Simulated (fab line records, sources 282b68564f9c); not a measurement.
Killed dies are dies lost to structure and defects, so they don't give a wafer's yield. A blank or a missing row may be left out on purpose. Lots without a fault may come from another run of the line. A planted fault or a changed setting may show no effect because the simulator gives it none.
fab line records | flow rit_cmos
record lots=13 wafers=39 last_day=7
route steps=202 shown PRETRO@70 PSD@143 CONTACT@176 M1@202
lots that met no fault: from a run of the same line without faults
start_h: hours from the record's first day to the start of the lot's first wafer shown | wait_h: hours since the lot's step before | " the same as in the row above | L1.1+2: a row that stands for several wafers | - no value, or no start given | * or withheld: withheld | < > ~ a bound
route shown NAME@n: a module of which the file shows steps, and the number in the route of the first | usual: mean/standard deviation of fault-free wafers | same: alike in all rows | chamber/n: place in a boat | sites: the reading at each site | _std_site: their standard deviation | _edge_site: outer sites' mean less inner sites' | radius_mm: how far each site lies from the wafer's centre | mask NAME#n: copy n | behind: the tool/chamber that last shaped the wafer | hold: why the lot was held/for how many hours/how that ended | device: the transistor (n, p or np) that didn't switch | end of line: the same wafers' tests at the end of the route | a step without rows: its recipe alone | killed: dies lost to structure and defects at the first sort, not the wafer's yield | map: a wafer's dies, x killed, . not, _ none there
set.NAME: the setting as run; set.NAME@STEP: as run at that earlier step | model.NAME: the simulator's own value behind a step, which no gauge read
steps of the route over a sample of lots; a table a step, a row a wafer
## steps
# step RIT_PRETRO_OVL_MEAS_06
# usual PRETRO_OVL=1.0/1.4
# columns lot.wafer tool chamber start_h wait_h PRETRO_OVL[nm]
L450.3 overlay-01 - 31.38 - -0.3
L450.4 " - " " 1.5
L450.5 " - " " 1.7
L451.1 overlay-02 - 35.35 - 1.5
L451.5 " - " " 0.1
L451.6 " - " " 1.0
L452.1 overlay-02 - 42.54 - 0.2
L452.4 " - " " 1.2
L452.5 " - " " 2.6
L453.1 overlay-01 - 47.77 - 2.4
L453.2 " - " " 1.3
L453.5 " - " " 3.1
L454.2 overlay-02 - 52.20 - 2.4
L454.5 " - " " 1.9
L454.6 " - " " 1.8
L457.2 overlay-01 - 66.55 - 1.6
L457.5 " - " " 1.7
L457.6 " - " " 1.1
L461.2 overlay-02 - 85.75 - 3.4
L461.5 " - " " 1.2
L461.6 " - " " 3.8
L463.2 overlay-01 - 98.81 - 1.6
L463.3 " - " " 1.1
L463.4 " - " " 1.3
L465.1 overlay-01 - 106.56 - 1.9
L465.4 " - " " 0.9
L465.6 " - " " 2.0
L468.2 overlay-01 - 121.23 - -1.1
L468.3 " - " " -0.6
L468.6 " - " " -0.1
L470.2 overlay-02 - 130.47 - 0.8
L470.3 " - " " -0.6
L470.6 " - " " 1.1
L472.1 overlay-02 - 140.56 - 2.1
L472.2 " - " " 1.7
L472.6 " - " " 1.2
L473.4 overlay-01 - 146.85 - 1.0
L473.5 " - " " 0.9
L473.6 " - " " 0.3
# step RIT_PSD_COAT_01
# recipe resist=NOVOLAK spin_rpm=3250 resist_thk_nm=1000
# usual exhaust_pa=44.7/0.91 spin_speed_rpm=3249.8/2
# columns lot.wafer tool chamber start_h wait_h exhaust_pa spin_speed_rpm
L450.3 litho_track-04 0 47.74 0.1 44.0 3247.7
L450.4 " 0 " " 44.9 3253.0
L450.5 " 0 " " 44.5 3246.1
L451.1 litho_track-01 0 53.79 0.1 43.8 3249.3
L451.5 " 0 " " 44.0 3247.4
L451.6 " 0 " " 44.2 3246.8
L452.1 litho_track-04 0 59.01 0.1 45.2 3248.9
L452.4 " 0 " " 45.2 3254.7
L452.5 " 0 " " 46.0 3252.4
L453.1 litho_track-04 0 63.79 0.1 45.6 3247.0
L453.2 " 0 " " 44.3 3248.7
L453.5 " 0 " " 46.9 3250.9
L454.2 litho_track-03 0 68.47 0.1 44.9 3249.5
L454.5 " 0 " " 44.8 3246.7
L454.6 " 0 " " 44.0 3252.7
L457.2 litho_track-01 0 84.20 0.1 43.9 3249.2
L457.5 " 0 " " 44.1 3249.2
L457.6 " 0 " " 44.4 3249.4
L461.2 litho_track-03 0 104.41 0.1 45.7 3738.3
L461.5 " 0 " " 44.9 3738.1
L461.6 " 0 " " 46.7 3741.2
L463.2 litho_track-03 0 120.45 0.1 44.9 3739.1
L463.3 " 0 " " 43.4 3738.1
L463.4 " 0 " " 44.5 3739.0
L465.1 litho_track-04 0 123.32 0.1 45.0 3250.8
L465.4 " 0 " " 44.4 3246.5
L465.6 " 0 " " 44.1 3251.6
L468.2 litho_track-01 0 137.81 0.1 42.3 3253.5
L468.3 " 0 " " 43.8 3250.9
L468.6 " 0 " " 44.4 3250.4
L470.2 litho_track-01 0 147.17 0.1 44.5 3248.2
L470.3 " 0 " " 44.6 3248.9
L470.6 " 0 " " 44.1 3247.7
L472.1 litho_track-01 0 157.06 0.1 43.4 3250.7
L472.2 " 0 " " 42.7 3251.6
L472.6 " 0 " " 42.7 3252.8
L473.4 litho_track-04 0 163.18 0.1 45.5 3251.1
L473.5 " 0 " " 46.2 3249.5
L473.6 " 0 " " 45.0 3247.3
# step RIT_CONTACT_CD_MEAS_08
# recipe target_cd_nm=1000
# usual cd_nm=999.8/2.8
# columns lot.wafer tool chamber start_h wait_h cd_nm
L450.3 cd_sem-01 - 51.66 - 994.1
L450.4 " - " " 992.0
L450.5 " - " " 993.8
L451.1 cd_sem-01 - 57.62 - 999.5
L451.5 " - " " 997.9
L451.6 " - " " 997.9
L452.1 cd_sem-02 - 63.07 - 999.2
L452.4 " - " " 1000.0
L452.5 " - " " 1001.1
L453.1 cd_sem-02 - 67.96 - 996.8
L453.2 " - " " 995.2
L453.5 " - " " 998.2
L454.2 cd_sem-01 - 72.36 - 1001.7
L454.5 " - " " 1000.1
L454.6 " - " " 1001.0
L457.2 cd_sem-02 - 88.27 - 1002.3
L457.5 " - " " 1000.3
L457.6 " - " " 999.5
L461.2 cd_sem-01 - 108.55 - 996.8
L461.5 " - " " 997.4
L461.6 " - " " 997.6
L463.2 cd_sem-01 - 124.57 - 999.0
L463.3 " - " " 1001.3
L463.4 " - " " 1001.1
L465.1 cd_sem-02 - 127.47 - 1005.2
L465.4 " - " " 1004.4
L465.6 " - " " 1004.2
L468.2 cd_sem-01 - 141.61 - 998.6
L468.3 " - " " 998.1
L468.6 " - " " 998.4
L470.2 cd_sem-02 - 151.09 - 999.7
L470.3 " - " " 1001.0
L470.6 " - " " 998.8
L472.1 cd_sem-02 - 161.58 - 1000.1
L472.2 " - " " 1000.8
L472.6 " - " " 1001.0
L473.4 cd_sem-02 - 167.57 - 1000.0
L473.5 " - " " 999.8
L473.6 " - " " 1000.0
# step RIT_CONTACT_OVL_MEAS_09
# usual CONTACT_OVL=-1.0/1.4
# columns lot.wafer tool chamber start_h wait_h CONTACT_OVL[nm]
L450.3 overlay-02 - 51.75 0.1 1.1
L450.4 " - " " 1.1
L450.5 " - " " 0.9
L451.1 overlay-02 - 57.74 0.1 -3.0
L451.5 " - " " -2.1
L451.6 " - " " -2.5
L452.1 overlay-01 - 63.19 0.1 -0.3
L452.4 " - " " -0.2
L452.5 " - " " -0.3
L453.1 overlay-01 - 68.08 0.1 0.1
L453.2 " - " " -0.8
L453.5 " - " " -2.6
L454.2 overlay-01 - 72.49 0.1 -6.0
L454.5 " - " " -4.7
L454.6 " - " " -4.7
L457.2 overlay-01 - 88.38 0.1 0.0
L457.5 " - " " 0.2
L457.6 " - " " -0.6
L461.2 overlay-02 - 108.66 0.1 0.7
L461.5 " - " " 0.7
L461.6 " - " " 0.7
L463.2 overlay-02 - 124.67 0.1 -0.1
L463.3 " - " " 0.0
L463.4 " - " " 0.5
L465.1 overlay-02 - 127.59 0.1 -2.2
L465.4 " - " " -0.7
L465.6 " - " " -0.8
L468.2 overlay-02 - 141.72 0.1 0.3
L468.3 " - " " -2.9
L468.6 " - " " -1.4
L470.2 overlay-01 - 151.20 0.1 -1.2
L470.3 " - " " -2.3
L470.6 " - " " -1.6
L472.1 overlay-01 - 161.70 0.1 1.3
L472.2 " - " " -0.3
L472.6 " - " " -0.1
L473.4 overlay-02 - 167.65 0.1 -1.4
L473.5 " - " " -0.7
L473.6 " - " " 0.5
# step RIT_M1_PROBE_99
# usual killed_at_M0_to_M3=0.0/0.22 killed_at_contacts=0.0/0.18 killed_at_front_end=7/3.1 killed_dies=7/3.1 killed_open=3.2/2.1 killed_short=3.4/2
# same gross_dies=264 killed_at_M4_up=0 killed_at_back_side=0 killed_at_other=0
# columns lot.wafer tool chamber start_h wait_h killed_at_M0_to_M3 killed_at_contacts killed_at_front_end killed_dies killed_open killed_short
L457.2 prober-01 - 93.48 0.1 0 0 11 11 6 5
L457.5 prober-01 - 93.63 0.2 0 0 6 6 4 2
L457.6 prober-01 - 93.68 0.2 1 1 6 8 5 3
L463.2 prober-02 - 130.78 0.1 0 0 10 10 6 4
L463.3 prober-02 - 130.83 0.2 0 0 3 3 2 1
L463.4 prober-02 - 130.88 0.2 0 0 9 9 3 6
L468.2 prober-01 - 146.82 0.1 0 0 3 3 1 2
L468.3 prober-01 - 146.87 0.2 0 0 6 6 5 1
L468.6 prober-01 - 147.02 0.2 0 0 5 5 4 1
L470.2 prober-01 - 156.47 0.1 0 0 4 4 2 2
L470.3 prober-01 - 156.52 0.2 0 0 6 6 3 3
L470.6 prober-01 - 156.67 0.2 0 0 0 0 0 0
L472.1 prober-01 - 167.16 0.1 0 0 5 5 3 2
L472.2 prober-01 - 167.21 0.1 0 0 5 5 3 2
L472.6 prober-01 - 167.41 0.2 0 0 8 8 5 3
# killed by level:class
L457.2 GATE:geometric_particle:open=3 GATE:geometric_particle:short=2 SPACER:geometric_particle:short=2 SPACER:geometric_particle:open=2 REOX:geometric_particle:open=1 REOX:geometric_particle:short=1
L457.5 GATE:geometric_particle:open=2 GATE:geometric_particle:short=1 REOX:geometric_particle:short=1 SPACER:geometric_particle:open=1 SILICIDE:geometric_particle:open=1
L457.6 GATE:geometric_particle:open=2 FOX1:geometric_particle:short=1 FOX1:geometric_particle:open=1 REOX:geometric_particle:open=1 SILICIDE:geometric_particle:short=1 CONTACT:geometric_particle:open=1 M1:geometric_particle:short=1
L463.2 FOX1:geometric_particle:short=3 FOX1:geometric_particle:open=2 FOX2:geometric_particle:open=2 GATE:geometric_particle:open=1 REOX:geometric_particle:open=1 SPACER:geometric_particle:short=1
L463.3 GATE:geometric_particle:open=1 GATE:geometric_particle:short=1 SILICIDE:geometric_particle:open=1
L463.4 GATE:geometric_particle:short=3 FOX1:geometric_particle:short=2 GATE:geometric_particle:open=2 FOX1:geometric_particle:open=1 SPACER:geometric_particle:short=1
L468.2 GATE:geometric_particle:short=2 SILICIDE:geometric_particle:open=1
L468.3 GATE:geometric_particle:open=2 FOX1:geometric_particle:open=1 FOX2:geometric_particle:open=1 GATE:geometric_particle:short=1 REOX:geometric_particle:open=1
L468.6 FOX2:geometric_particle:open=2 FOX1:geometric_particle:open=1 GATE:geometric_particle:short=1 REOX:geometric_particle:open=1
L470.2 GATE:geometric_particle:open=2 FOX1:geometric_particle:short=1 GATE:geometric_particle:short=1
L470.3 GATE:geometric_particle:open=2 SPACER:geometric_particle:short=2 GATE:geometric_particle:short=1 SPACER:geometric_particle:open=1
L472.1 GATE:geometric_particle:short=2 SPACER:geometric_particle:open=2 REOX:geometric_particle:open=1
L472.2 SILICIDE:geometric_particle:open=2 FOX1:geometric_particle:short=1 FOX2:geometric_particle:short=1 GATE:geometric_particle:open=1
L472.6 GATE:geometric_particle:open=2 SILICIDE:geometric_particle:open=2 FOX1:geometric_particle:short=1 GATE:geometric_particle:short=1 REOX:geometric_particle:open=1 SILICIDE:geometric_particle:short=1
## key
first_sign step=RIT_PSD_COAT_01 reading=spin_speed_rpm direction=up sigmas=99+ usual=3249.8 struck=3739.0
effect none on later readings
met_at RIT_PSD_COAT_01
struck_lots L461,L463
tester_left_out L461,L463
not_acting_at RIT_PRETRO_OVL_MEAS_06,RIT_CONTACT_CD_MEAS_08,RIT_CONTACT_OVL_MEAS_09
onset_between 68.47 104.41
fault kind=process_parameter_drift tool=litho_track-03 chamber=- onset_h=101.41 steps=RIT_PSD_COAT_01 channel=spin_rpm offset=488.63 shape=step end_h=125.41 acts_in=these_recipes_only stated=3250
# tester_left_out: of these lots the tester's yield and bins aren't shown, on N5 and GAA mostly nor the transistor test; their killed dies are dies lost to structure and defects alone, not to doping, threshold or leakage, so they don't give the yield
